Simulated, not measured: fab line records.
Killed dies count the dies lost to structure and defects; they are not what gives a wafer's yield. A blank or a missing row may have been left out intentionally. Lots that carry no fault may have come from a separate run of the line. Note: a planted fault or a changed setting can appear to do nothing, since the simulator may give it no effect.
What tool caused it? + flow berkeley-cmos170 + 42 wafers from 14 lots sampled at 6 of the route's 331 steps

WHAT EACH GAUGE READ, for each wafer
UCB170_START_BOW_MEAS_00. Usual: INCOMING_BOW gives 0 um (standard deviation 6.4).
| lot  | measured    | on            | INCOMING_BOW (um) | flag |
|------|-------------|---------------|-------------------|------|
| L534 | day 1 10:04 | film-metro-04 | 6 -2 0            |      |
| L536 | day 1 20:01 | film-metro-04 | 1 12 8            |      |
| L537 | day 2 01:01 | film-metro-02 | -5 4 3            |      |
| L538 | day 2 06:00 | film-metro-04 | 0 6 -9            |      |
| L539 | day 2 11:01 | film-metro-02 | 3 -2 1            |      |
| L541 | day 2 21:00 | film-metro-04 | -14 -12 6         |      |
| L542 | day 3 02:04 | film-metro-04 | 6 7 -4            |      |
| L543 | day 3 07:00 | film-metro-04 | 3 -5 1            |      |
| L544 | day 3 12:00 | film-metro-04 | 1 -13 -8          |      |
| L545 | day 3 17:01 | film-metro-02 | 4 -7 -6           |      |
| L546 | day 3 22:00 | film-metro-01 | 6 1 -3            |      |
| L549 | day 4 13:01 | film-metro-01 | 5 -1 0            |      |
| L552 | day 5 04:01 | film-metro-01 | 0 4 -6            |      |
| L556 | day 6 00:02 | film-metro-04 | 1 -17 7           |      |

UCB170_SPACER_THK_MEAS_01. Usual: SPACER_TEOS_THK gives 375 nm (standard deviation 5.1).
| lot  | measured     | on            | SPACER_TEOS_THK (nm) | flag |
|------|--------------|---------------|----------------------|------|
| L534 | day 7 07:43  | film-metro-03 | 372 377 375          |      |
| L536 | day 7 20:23  | film-metro-02 | 378 377 386          |      |
| L537 | day 8 06:59  | film-metro-03 | 368 374 374          |      |
| L538 | day 8 06:44  | film-metro-04 | 378 383 383          |      |
| L539 | day 8 23:19  | film-metro-02 | 369 372 372          |      |
| L541 | day 8 23:06  | film-metro-03 | 376 377 380          |      |
| L542 | day 8 23:30  | film-metro-03 | 370 381 372          |      |
| L543 | day 9 18:44  | film-metro-03 | 371 380 379          |      |
| L544 | day 9 18:58  | film-metro-04 | 370 376 376          |      |
| L545 | day 10 14:25 | film-metro-04 | 379 381 384          |      |
| L546 | day 10 14:10 | film-metro-02 | 375 370 381          |      |
| L549 | day 11 20:04 | film-metro-03 | 381 256 383          | OFF  |
| L552 | day 11 18:53 | film-metro-03 | 250 372 378          | OFF  |
| L556 | day 13 12:22 | film-metro-02 | 381 377 384          |      |

UCB170_M3_CD_MEAS_15: the cd target is 700 nm. Usual: cd-nm at 700.5 nm, with a standard deviation of 1.6.
| lot  | measured     | on        | cd-nm (nm)        | flag |
|------|--------------|-----------|-------------------|------|
| L534 | day 8 20:48  | cd-sem-02 | 701.3 700.5 700.4 |      |
| L536 | day 9 02:59  | cd-sem-02 | 701.3 701.5 701.1 |      |
| L537 | day 9 18:23  | cd-sem-01 | 701.2 700.4 701.3 |      |
| L538 | day 9 21:19  | cd-sem-01 | 698.8 698.6 699.4 |      |
| L539 | day 10 11:26 | cd-sem-01 | 699.8 700.8 701.7 |      |
| L541 | day 10 11:38 | cd-sem-02 | 702.3 702.5 705.1 |      |
| L542 | day 10 09:29 | cd-sem-01 | 701.6 701.1 700.6 |      |
| L543 | day 11 04:40 | cd-sem-02 | 699.5 699.8 701.0 |      |
| L544 | day 11 06:04 | cd-sem-01 | 697.6 698.9 696.4 |      |
| L545 | day 12 03:15 | cd-sem-02 | 698.7 698.4 699.5 |      |
| L546 | day 12 02:14 | cd-sem-02 | 699.7 699.3 700.8 |      |
| L549 | day 14 01:26 | cd-sem-02 | 703.6 702.2 704.4 |      |
| L552 | day 14 00:17 | cd-sem-02 | 700.2 700.3 699.3 |      |
| L556 | day 15 02:46 | cd-sem-02 | 701.7 702.6 702.1 |      |

WHICH TOOL RAN EACH LOT (tool, then ch and the chambers of the sampled wafers, then the start)
| lot  | UCB170_SPACER_CVD_00            | UCB170_SPACER_ETCHBACK_03          | UCB170_M3_STRIP_07                   |
|------|---------------------------------|------------------------------------|--------------------------------------|
| L534 | pecvd-04 ch 0,1,2, day 7 07:40  | rie-diel-01 ch 0,3, day 7 14:35    | plasma-asher-04 ch 0,1, day 8 19:30  |
| L536 | pecvd-01 ch 0,1,2, day 7 20:20  | rie-diel-01 ch 1,2,3, day 8 03:33  | plasma-asher-04 ch 0,1, day 9 01:41  |
| L537 | pecvd-04 ch 0,2, day 8 06:56    | rie-diel-02 ch 2,3, day 8 16:28    | plasma-asher-01 ch 0,1, day 9 17:14  |
| L538 | pecvd-01 ch 1,2, day 8 06:41    | rie-diel-03 ch 1,2, day 8 16:28    | plasma-asher-02 ch 0,1, day 9 20:05  |
| L539 | pecvd-04 ch 0,1,2, day 8 23:16  | rie-diel-02 ch 0,1, day 9 07:59    | plasma-asher-01 ch 0,1, day 10 09:55 |
| L541 | pecvd-03 ch 0,1,2, day 8 23:04  | rie-diel-03 ch 0,2,3, day 9 07:59  | plasma-asher-02 ch 0,1, day 10 09:58 |
| L542 | pecvd-01 ch 0,1,2, day 8 23:27  | rie-diel-03 ch 1,2, day 9 08:04    | plasma-asher-02 ch 0,1, day 10 08:08 |
| L543 | pecvd-03 ch 0,2, day 9 18:42    | rie-diel-03 ch 1,2,3, day 10 05:27 | plasma-asher-01 ch 0, day 11 03:25   |
| L544 | pecvd-01 ch 0,2, day 9 18:55    | rie-diel-02 ch 1,2, day 10 05:27   | plasma-asher-02 ch 0,1, day 11 04:49 |
| L545 | pecvd-03 ch 0,1,2, day 10 14:22 | rie-diel-03 ch 0,3, day 10 22:46   | plasma-asher-02 ch 0,1, day 11 23:51 |
| L546 | pecvd-01 ch 0,1, day 10 14:07   | rie-diel-01 ch 1,2,3, day 10 22:46 | plasma-asher-04 ch 0, day 11 23:04   |
| L549 | pecvd-03 ch 0,1,2, day 11 20:01 | rie-diel-01 ch 1,2,3, day 12 00:05 | plasma-asher-02 ch 0,1, day 13 23:33 |
| L552 | pecvd-03 ch 0,1,2, day 11 18:50 | rie-diel-01 ch 0,1,2, day 12 00:01 | plasma-asher-04 ch 0,1, day 13 22:48 |
| L556 | pecvd-01 ch 0,1,2, day 13 12:19 | rie-diel-01 ch 0,1,3, day 13 16:16 | plasma-asher-02 ch 0,1, day 14 23:40 |
- UCB170_SPACER_CVD_00: deposits SiO2 from TEOS/O2, target thk 376 nm, time 47 s.
- UCB170_SPACER_ETCHBACK_03: etches SiO2 in CHF3/CF4/Ar, stops on Si, target depth 376 nm, time 100 s.
- UCB170_M3_STRIP_07: strips in O2.

AS READ BY THE TOOLS THEMSELVES (means over the sampled wafers that have a number; for cases with no such wafer, the mark the record gives instead)
UCB170_SPACER_CVD_00. Usual: heater-power-w 279 W, standard deviation 73; rf-fwd-power-W 544.5 W, standard deviation 2.4.
| lot  | tool     | heater-power-w (W) | rf-fwd-power-W (W) | flag |
|------|----------|--------------------|--------------------|------|
| L534 | pecvd-04 | 238                | 542.1              |      |
| L536 | pecvd-01 | 246                | 546.1              |      |
| L537 | pecvd-04 | 292                | 542.3              |      |
| L538 | pecvd-01 | 306                | 543.3              |      |
| L539 | pecvd-04 | 241                | 541.9              |      |
| L541 | pecvd-03 | 368                | 544.4              |      |
| L542 | pecvd-01 | 257                | 544.6              |      |
| L543 | pecvd-03 | 344                | 547.1              |      |
| L544 | pecvd-01 | 318                | 546.1              |      |
| L545 | pecvd-03 | 360                | 544.3              |      |
| L546 | pecvd-01 | 189                | 546.1              |      |
| L549 | pecvd-03 | 338                | 546.6              |      |
| L552 | pecvd-03 | 356                | 546.7              |      |
| L556 | pecvd-01 | 251                | 545.7              |      |

UCB170_SPACER_ETCHBACK_03. Usual: drypump-motor-current-A 5.72 A, standard deviation 0.3; oes-product-au 0.899 a.u., standard deviation 0.014; rf-fwd-power-W 497.5 W, standard deviation 1.5; throttle-valve-pct 6.49 %, standard deviation 0.1.
| lot  | tool        | drypump-motor-current-A (A) | oes-product-au (a.u.) | rf-fwd-power-W (W) | throttle-valve-pct (%) | flag |
|------|-------------|-----------------------------|-----------------------|--------------------|------------------------|------|
| L534 | rie-diel-01 | 5.67                        | 0.891                 | 498.0              | 6.52                   |      |
| L536 | rie-diel-01 | 5.72                        | 0.903                 | 496.4              | 6.47                   |      |
| L537 | rie-diel-02 | 5.90                        | 0.893                 | 496.5              | 6.50                   |      |
| L538 | rie-diel-03 | 5.92                        | 0.916                 | 496.5              | 6.53                   |      |
| L539 | rie-diel-02 | 5.78                        | 0.881                 | 497.2              | 6.46                   |      |
| L541 | rie-diel-03 | 5.49                        | 0.914                 | 497.9              | 6.46                   |      |
| L542 | rie-diel-03 | 5.91                        | 0.901                 | 497.1              | 6.53                   |      |
| L543 | rie-diel-03 | 5.64                        | 0.907                 | 498.4              | 6.54                   |      |
| L544 | rie-diel-02 | 6.11                        | 0.893                 | 496.7              | 6.54                   |      |
| L545 | rie-diel-03 | 5.47                        | 0.925                 | 497.6              | 6.48                   |      |
| L546 | rie-diel-01 | 5.72                        | 0.892                 | 497.4              | 6.45                   |      |
| L549 | rie-diel-01 | 5.73                        | 0.836                 | 496.8              | 6.45                   | OFF  |
| L552 | rie-diel-01 | 5.67                        | 0.815                 | 496.9              | 6.52                   | OFF  |
| L556 | rie-diel-01 | 5.81                        | 0.901                 | 496.8              | 6.50                   |      |

UCB170_M3_STRIP_07. Usual: drypump-motor-current-A 5.7 A, standard deviation 0.46; oes-product-au 0.734 a.u., standard deviation 0.0048; strip-time-to-endpoint-s 21.93 s, standard deviation 0.056.
| lot  | tool            | drypump-motor-current-A (A) | oes-product-au (a.u.) | strip-time-to-endpoint-s (s) | flag |
|------|-----------------|-----------------------------|-----------------------|------------------------------|------|
| L534 | plasma-asher-04 | 5.7                         | 0.731                 | 21.97                        |      |
| L536 | plasma-asher-04 | 5.3                         | 0.731                 | 21.91                        |      |
| L537 | plasma-asher-01 | 5.8                         | 0.731                 | 21.97                        |      |
| L538 | plasma-asher-02 | 5.8                         | 0.738                 | 21.91                        |      |
| L539 | plasma-asher-01 | 6.0                         | 0.732                 | 21.96                        |      |
| L541 | plasma-asher-02 | 5.5                         | 0.737                 | 21.85                        |      |
| L542 | plasma-asher-02 | 5.5                         | 0.737                 | 21.94                        |      |
| L543 | plasma-asher-01 | 6.3                         | 0.731                 | 21.91                        |      |
| L544 | plasma-asher-02 | 5.8                         | 0.731                 | 21.91                        |      |
| L545 | plasma-asher-02 | 5.5                         | 0.734                 | 21.92                        |      |
| L546 | plasma-asher-04 | 6.1                         | 0.735                 | 21.90                        |      |
| L549 | plasma-asher-02 | 5.8                         | 0.733                 | 21.88                        |      |
| L552 | plasma-asher-04 | 5.7                         | 0.730                 | 21.89                        |      |
| L556 | plasma-asher-02 | 5.8                         | 0.733                 | 21.96                        |      |

THE ANSWER, worked out from the rows above alone
Rule: lot off if the mean of its wafers having a number is beyond 3 standard deviations from the usual mean. Also off: a lot with no number at a reading for which 4 or more lots have one. All remaining lots with rows at the step are treated as sound. First the gauges in route order, then the tools' own readings, where a lot's mean is used as printed above. The first step at which some lot is off is used, and at that step the reading that is off furthest; a lot without a number counts as furthest.
Off: L549, L552, at UCB170_SPACER_THK_MEAS_01 (SPACER_TEOS_THK).
A tool fits if, at a process step before that reading, it ran every lot that is off, and no sound lot after the first of them. The gauges at UCB170_SPACER_THK_MEAS_01 aren't tried: what is off there is off at UCB170_SPACER_ETCHBACK_03 too, on other tools, and a gauge's error can't cause that. One candidate fits, namely pecvd-03 at UCB170_SPACER_CVD_00. Its last sound lot is L545 (day 10 14:22), its first lot that is off L552 (day 11 18:50): a fault that began between those two fits.

WHAT THE SIMULATOR HAD INSERTED
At UCB170_SPACER_CVD_00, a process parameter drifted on pecvd-03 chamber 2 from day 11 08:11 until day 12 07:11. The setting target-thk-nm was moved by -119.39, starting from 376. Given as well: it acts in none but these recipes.
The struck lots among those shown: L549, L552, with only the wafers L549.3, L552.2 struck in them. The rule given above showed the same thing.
